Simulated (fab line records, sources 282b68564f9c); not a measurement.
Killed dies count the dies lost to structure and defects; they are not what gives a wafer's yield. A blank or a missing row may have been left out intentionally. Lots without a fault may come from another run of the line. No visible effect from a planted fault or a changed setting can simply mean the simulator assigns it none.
Which tool is to blame?	flow ritCmos	33 wafers from 11 lots sampled at 2 of the route's 202 steps

## WHAT EACH GAUGE READ, for each wafer
The record lacks any reading of a measuring or inspecting step that a usual standard deviation could be used to judge.

## WHAT TOOL EACH LOT RAN ON (gives the tool, then ch and the chambers of the sampled wafers, and finally the start)
lot	RIT_SPACER_CVD_03	RIT_M1_PROBE_99
L588	lpcvd-01 ch 0, day 3 00:41	-
L589	lpcvd-02 ch 1, day 3 05:44	-
L590	lpcvd-02 ch 1, day 3 07:39	-
L592	lpcvd-02 ch 0, day 4 01:03	-
L599	lpcvd-01 ch 1, day 5 13:48	prober-01, day 6 03:02
L600	lpcvd-02 ch 0, day 5 15:01	prober-02, day 6 05:00
L602	lpcvd-01 ch 1, day 5 23:12	prober-02, day 7 14:44
L604	lpcvd-01 ch 1, day 6 09:25	-
L607	lpcvd-01 ch 1, day 7 01:14	-
L609	lpcvd-01 ch 1, day 7 13:47	-
L611	lpcvd-02 ch 0, day 8 06:57	-
- RIT_SPACER_CVD_03: deposits Si3N4 from SiH2Cl2/NH3, target thk 250 nm, time 3300 s.
- RIT_M1_PROBE_99

## AS READ BY THE TOOLS THEMSELVES (means over the sampled wafers that have a number; for cases with no such wafer, the mark the record gives instead)
RIT_M1_PROBE_99. Usual: killed_at_M0_to_M3 0.0, standard deviation 0.12; killedAtFrontEnd 6, standard deviation 3.1; killedDies 6, standard deviation 3.1; killedOnRim 1.7, standard deviation 1.3; killedOpen 3.2, standard deviation 1.9; killedShort 3.2, standard deviation 2.1.
lot	tool	killed_at_M0_to_M3	killedAtFrontEnd	killedDies	killedOnRim	killedOpen	killedShort	flag
L599	prober-01	0.0	6	6	1.7	4.0	2.0	
L600	prober-02	0.0	15	15	5.0	3.0	3.7	
L602	prober-02	0.0	6	6	2.0	3.7	2.3	

## THE ANSWER, worked out from the rows above alone
Rule: a lot counts as off when the mean over its wafers that have a number is more than 3 standard deviations away from the usual mean. A lot without any number at a reading at which 4 lots or more have one is off too. All remaining lots with rows at the step are treated as sound. After the gauges, taken in route order, come the tools' own readings; for these a lot's mean is taken, as printed above. The first step at which some lot is off is used, and at that step the reading that is off furthest; a lot without a number counts as furthest.
Nothing can be told from this: no lot is off at any reading shown.

## WHAT THE SIMULATOR HAD INSERTED
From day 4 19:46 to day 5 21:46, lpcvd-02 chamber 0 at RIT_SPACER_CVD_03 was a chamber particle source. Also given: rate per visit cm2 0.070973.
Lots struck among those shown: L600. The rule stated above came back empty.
